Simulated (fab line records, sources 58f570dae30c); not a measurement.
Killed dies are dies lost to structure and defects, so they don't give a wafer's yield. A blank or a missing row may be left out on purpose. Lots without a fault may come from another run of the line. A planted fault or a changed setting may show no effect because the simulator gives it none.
A sampling plan put to the test | flow berkeley_cmos170 | one fab line, 26 faults that these records tell of, each judged on the records of the lots that it struck
The plan is the line's own looks: the steps of the route at which a gauge or an inspection reads the wafer and doesn't change it. A look can be judged if struck wafers have a number there and the file gives its usual mean and standard deviation on fault-free wafers. Caught: at a look after the fault's first step, the mean of the struck wafers lies 4 or more of those standard deviations (sigma) from the usual mean. On the tool: the same test on the tool's own readings at the fault's steps. Another recipe on the struck wafers, or a record that is blank for them alone, also counts as caught.

THE FAULTS, as the simulator had put them in
1. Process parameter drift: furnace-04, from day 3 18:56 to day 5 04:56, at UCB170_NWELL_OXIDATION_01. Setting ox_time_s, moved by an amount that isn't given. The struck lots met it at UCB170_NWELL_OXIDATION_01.
2. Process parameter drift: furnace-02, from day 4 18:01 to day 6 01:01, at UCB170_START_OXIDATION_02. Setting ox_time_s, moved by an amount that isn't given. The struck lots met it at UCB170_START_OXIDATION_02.
3. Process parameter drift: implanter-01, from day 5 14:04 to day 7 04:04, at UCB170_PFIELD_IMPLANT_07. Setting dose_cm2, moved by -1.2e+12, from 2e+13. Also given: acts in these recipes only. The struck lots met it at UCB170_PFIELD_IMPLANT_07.
4. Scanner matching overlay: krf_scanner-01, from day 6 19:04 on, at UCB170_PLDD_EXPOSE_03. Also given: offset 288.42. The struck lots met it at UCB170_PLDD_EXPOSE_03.
5. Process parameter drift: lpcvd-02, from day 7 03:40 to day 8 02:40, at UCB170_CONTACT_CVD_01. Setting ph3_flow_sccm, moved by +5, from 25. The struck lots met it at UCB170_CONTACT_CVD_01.
6. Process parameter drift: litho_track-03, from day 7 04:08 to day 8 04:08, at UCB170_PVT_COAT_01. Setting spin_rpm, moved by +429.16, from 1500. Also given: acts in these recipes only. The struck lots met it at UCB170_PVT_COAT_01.
7. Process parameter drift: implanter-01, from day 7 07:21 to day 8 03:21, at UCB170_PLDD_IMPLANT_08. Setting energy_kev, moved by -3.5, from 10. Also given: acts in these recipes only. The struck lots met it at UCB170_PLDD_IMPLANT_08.
8. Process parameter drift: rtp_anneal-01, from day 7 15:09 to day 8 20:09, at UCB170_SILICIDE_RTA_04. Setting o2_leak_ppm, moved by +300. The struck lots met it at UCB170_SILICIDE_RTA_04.
9. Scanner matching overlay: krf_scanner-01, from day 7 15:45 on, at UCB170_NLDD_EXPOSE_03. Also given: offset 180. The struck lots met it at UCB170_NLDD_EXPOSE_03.
10. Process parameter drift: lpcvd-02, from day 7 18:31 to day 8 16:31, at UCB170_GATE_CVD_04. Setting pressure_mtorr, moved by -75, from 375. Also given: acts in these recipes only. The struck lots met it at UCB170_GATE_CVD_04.
11. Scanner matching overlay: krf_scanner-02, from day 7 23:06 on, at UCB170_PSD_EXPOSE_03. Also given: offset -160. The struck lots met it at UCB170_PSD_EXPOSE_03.
12. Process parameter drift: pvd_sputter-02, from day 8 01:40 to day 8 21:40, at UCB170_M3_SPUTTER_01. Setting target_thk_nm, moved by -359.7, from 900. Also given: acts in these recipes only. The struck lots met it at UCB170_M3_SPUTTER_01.
13. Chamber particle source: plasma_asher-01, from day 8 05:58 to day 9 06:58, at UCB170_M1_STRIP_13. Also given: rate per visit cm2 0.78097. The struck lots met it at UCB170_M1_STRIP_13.
14. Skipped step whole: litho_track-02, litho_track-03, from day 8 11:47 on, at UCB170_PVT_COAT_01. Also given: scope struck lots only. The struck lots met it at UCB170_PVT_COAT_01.
15. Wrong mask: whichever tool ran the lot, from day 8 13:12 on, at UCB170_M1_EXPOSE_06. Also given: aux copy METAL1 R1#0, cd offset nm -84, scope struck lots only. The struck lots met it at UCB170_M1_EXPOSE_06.
16. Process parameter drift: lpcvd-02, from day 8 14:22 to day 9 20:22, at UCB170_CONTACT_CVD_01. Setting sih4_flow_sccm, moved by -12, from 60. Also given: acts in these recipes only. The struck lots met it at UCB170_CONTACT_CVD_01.
17. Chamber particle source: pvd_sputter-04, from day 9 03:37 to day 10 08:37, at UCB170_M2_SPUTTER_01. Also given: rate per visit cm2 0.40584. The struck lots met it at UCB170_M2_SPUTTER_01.
18. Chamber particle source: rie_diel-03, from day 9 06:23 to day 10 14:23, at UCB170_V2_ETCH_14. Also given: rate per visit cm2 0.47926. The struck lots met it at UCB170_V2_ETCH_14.
19. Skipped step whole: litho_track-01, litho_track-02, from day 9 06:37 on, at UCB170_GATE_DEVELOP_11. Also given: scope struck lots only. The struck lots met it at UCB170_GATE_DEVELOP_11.
20. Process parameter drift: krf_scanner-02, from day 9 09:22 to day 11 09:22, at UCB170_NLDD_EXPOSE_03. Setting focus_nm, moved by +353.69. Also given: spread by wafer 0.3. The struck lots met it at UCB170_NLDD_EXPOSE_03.
21. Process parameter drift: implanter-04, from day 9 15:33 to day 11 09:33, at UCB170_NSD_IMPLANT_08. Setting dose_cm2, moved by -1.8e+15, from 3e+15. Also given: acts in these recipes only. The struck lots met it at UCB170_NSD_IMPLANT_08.
22. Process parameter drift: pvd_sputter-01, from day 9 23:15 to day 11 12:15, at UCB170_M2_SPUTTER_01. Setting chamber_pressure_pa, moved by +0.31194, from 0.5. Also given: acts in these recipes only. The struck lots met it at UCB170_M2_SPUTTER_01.
23. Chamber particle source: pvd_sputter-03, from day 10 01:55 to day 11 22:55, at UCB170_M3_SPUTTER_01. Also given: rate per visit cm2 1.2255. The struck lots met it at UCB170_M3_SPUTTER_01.
24. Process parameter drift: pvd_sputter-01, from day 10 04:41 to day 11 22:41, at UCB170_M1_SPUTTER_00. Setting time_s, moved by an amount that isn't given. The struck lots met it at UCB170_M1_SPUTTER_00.
25. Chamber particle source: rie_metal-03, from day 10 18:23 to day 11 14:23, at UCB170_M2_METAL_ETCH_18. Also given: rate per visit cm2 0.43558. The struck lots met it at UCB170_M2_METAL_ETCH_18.
26. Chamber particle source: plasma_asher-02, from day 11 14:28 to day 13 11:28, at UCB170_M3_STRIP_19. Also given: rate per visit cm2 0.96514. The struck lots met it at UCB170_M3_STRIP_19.

WHAT THE PLAN SAW
fault | on the tool itself                               | first look that catches it                      | reading, sigma                                                 | median hours from its first step to that look | hours from the fault's start to the first struck lot there | judged looks passed uncaught
1     | under 2 sigma                                    | UCB170_NWELL_THK_MEAS_02                        | NWELL_OXIDE_THK -5.8                                           | 1.3                                           | 4                                                          | 0
2     | under 2 sigma                                    | UCB170_START_THK_MEAS_03                        | START_OXIDE_THK +13                                            | 1.5                                           | 14                                                         | 0
3     | dose_ions_cm2 -60 sigma                          | UCB170_PFIELD_TW_MEAS_09                        | PFIELD_TW -5.0                                                 | 0.2                                           | 2                                                          | 0
4     | no reading that can be judged                    | UCB170_PLDD_OVL_MEAS_07                         | PLDD_OVL +46                                                   | 0.8                                           | 6                                                          | 0
5     | ph3_flow_sccm +71 sigma                          | not the one look that can be judged after it    | strongest: CONTACT_PSG_THK at UCB170_CONTACT_THK_MEAS_02, +2.8 | -                                             | -                                                          | 1
6     | spin_speed_rpm +99 or beyond sigma               | not the one look that can be judged after it    | -                                                              | -                                             | -                                                          | 1
7     | beam_energy_keV -99 or beyond sigma              | UCB170_PLDD_TW_MEAS_11                          | PLDD_TW -8.1                                                   | 0.4                                           | 6                                                          | 0
8     | chamber_o2_ppm +99 or beyond sigma               | no look after it can be judged                  | -                                                              | -                                             | -                                                          | 0
9     | under 2 sigma                                    | UCB170_NLDD_OVL_MEAS_07                         | NLDD_OVL +29                                                   | 0.5                                           | 3                                                          | 0
10    | pressure_mtorr -95 sigma                         | UCB170_GATE_THK_MEAS_05                         | GATE_POLY_THK -9.8                                             | 1.4                                           | 8                                                          | 0
11    | no reading that can be judged                    | UCB170_PSD_OVL_MEAS_07                          | PSD_OVL -25                                                    | 0.7                                           | 4                                                          | 0
12    | under 2 sigma                                    | UCB170_M3_RS_MEAS_02                            | M3_AL_RS +80                                                   | 0.1                                           | 1                                                          | 0
13    | under 2 sigma                                    | no look after it can be judged                  | -                                                              | -                                             | -                                                          | 0
14    | the tool's record is blank for the struck wafers | not the one look that can be judged after it    | -                                                              | -                                             | -                                                          | 1
15    | no reading that can be judged                    | UCB170_M1_CD_MEAS_09                            | cd_nm -59                                                      | 0.4                                           | 1                                                          | 0
16    | sih4_flow_sccm -63 sigma                         | UCB170_CONTACT_THK_MEAS_02                      | CONTACT_PSG_THK -7.1                                           | 1.8                                           | 9                                                          | 0
17    | under 2 sigma                                    | not the one look that can be judged after it    | -                                                              | -                                             | -                                                          | 1
18    | under 2 sigma                                    | none of the 2 looks that can be judged after it | -                                                              | -                                             | -                                                          | 2
19    | no reading that can be judged                    | no look after it can be judged                  | -                                                              | -                                             | -                                                          | 0
20    | no reading that can be judged                    | UCB170_NLDD_CD_MEAS_06                          | cd_nm +6.5                                                     | 0.4                                           | 1                                                          | 0
21    | dose_ions_cm2 -99 or beyond sigma                | UCB170_NSD_TW_MEAS_10                           | NSD_TW -13                                                     | 0.2                                           | 6                                                          | 0
22    | chamber_pressure_pa +99 or beyond sigma          | UCB170_M2_RS_MEAS_02                            | M2_AL_RS +16                                                   | 0.1                                           | 12                                                         | 0
23    | under 2 sigma                                    | no look after it can be judged                  | -                                                              | -                                             | -                                                          | 0
24    | under 2 sigma                                    | UCB170_M1_RS_MEAS_01                            | M1_AL_RS -15                                                   | 0.1                                           | 1                                                          | 0
25    | under 2 sigma                                    | no look after it can be judged                  | -                                                              | -                                             | -                                                          | 0
26    | under 2 sigma                                    | not the one look that can be judged after it    | -                                                              | -                                             | -                                                          | 1
A dash: the fault isn't caught, or these records don't give the number.

Caught at a look: 15 of 26. Caught on the tool: 10 of 26. By one or the other: 19 of 26.
Caught on the tool alone: faults 5, 6, 8, 14.
Caught at a look alone: faults 1, 2, 4, 9, 11, 12, 15, 20, 24.
Caught by neither: faults 13, 17, 18, 19, 23, 25, 26.

THINNER SAMPLING
If the look that catches a fault measured only every second or every third lot, by lot number, the first struck lot would be measured this late in the worst case:
fault | struck lots at that look, in order of time | every lot | every second lot | every third lot
1     | L184, L188, L187                           | 4 h       | 25 h             | may miss all 3
2     | L132, L133                                 | 14 h      | 19 h             | may miss all 2
3     | L287, L289, L291                           | 2 h       | may miss all 3   | 27 h
4     | L581, L582, L586, L588                     | 6 h       | 18 h             | 35 h
7     | L996, L998                                 | 6 h       | may miss all 2   | may miss all 2
9     | L119, L121, L126                           | 3 h       | 42 h             | 42 h
10    | L776, L777                                 | 8 h       | 8 h              | may miss all 2
11    | L349, L350                                 | 4 h       | 16 h             | may miss all 2
12    | L811, L813                                 | 1 h       | may miss all 2   | may miss all 2
15    | L755                                       | 1 h       | may miss it      | may miss it
16    | L465, L467                                 | 9 h       | may miss all 2   | may miss all 2
20    | L900, L904                                 | 1 h       | may miss all 2   | may miss all 2
21    | L771, L770                                 | 6 h       | 6 h              | may miss all 2
22    | L429, L432                                 | 12 h      | 27 h             | may miss all 2
24    | L717, L722                                 | 1 h       | 11 h             | may miss all 2
Hours are from the fault's start to the first struck lot that is measured. The limit of 4 sigma was tested on all struck wafers together, so one lot alone may lie under it. Other struck lots may not be in these records.

THE LONGEST TIMED WAY FROM STEP TO LOOK
Fault 16: a median of 1.8 hours passes between UCB170_CONTACT_CVD_01 and UCB170_CONTACT_THK_MEAS_02. No look between them can be judged.
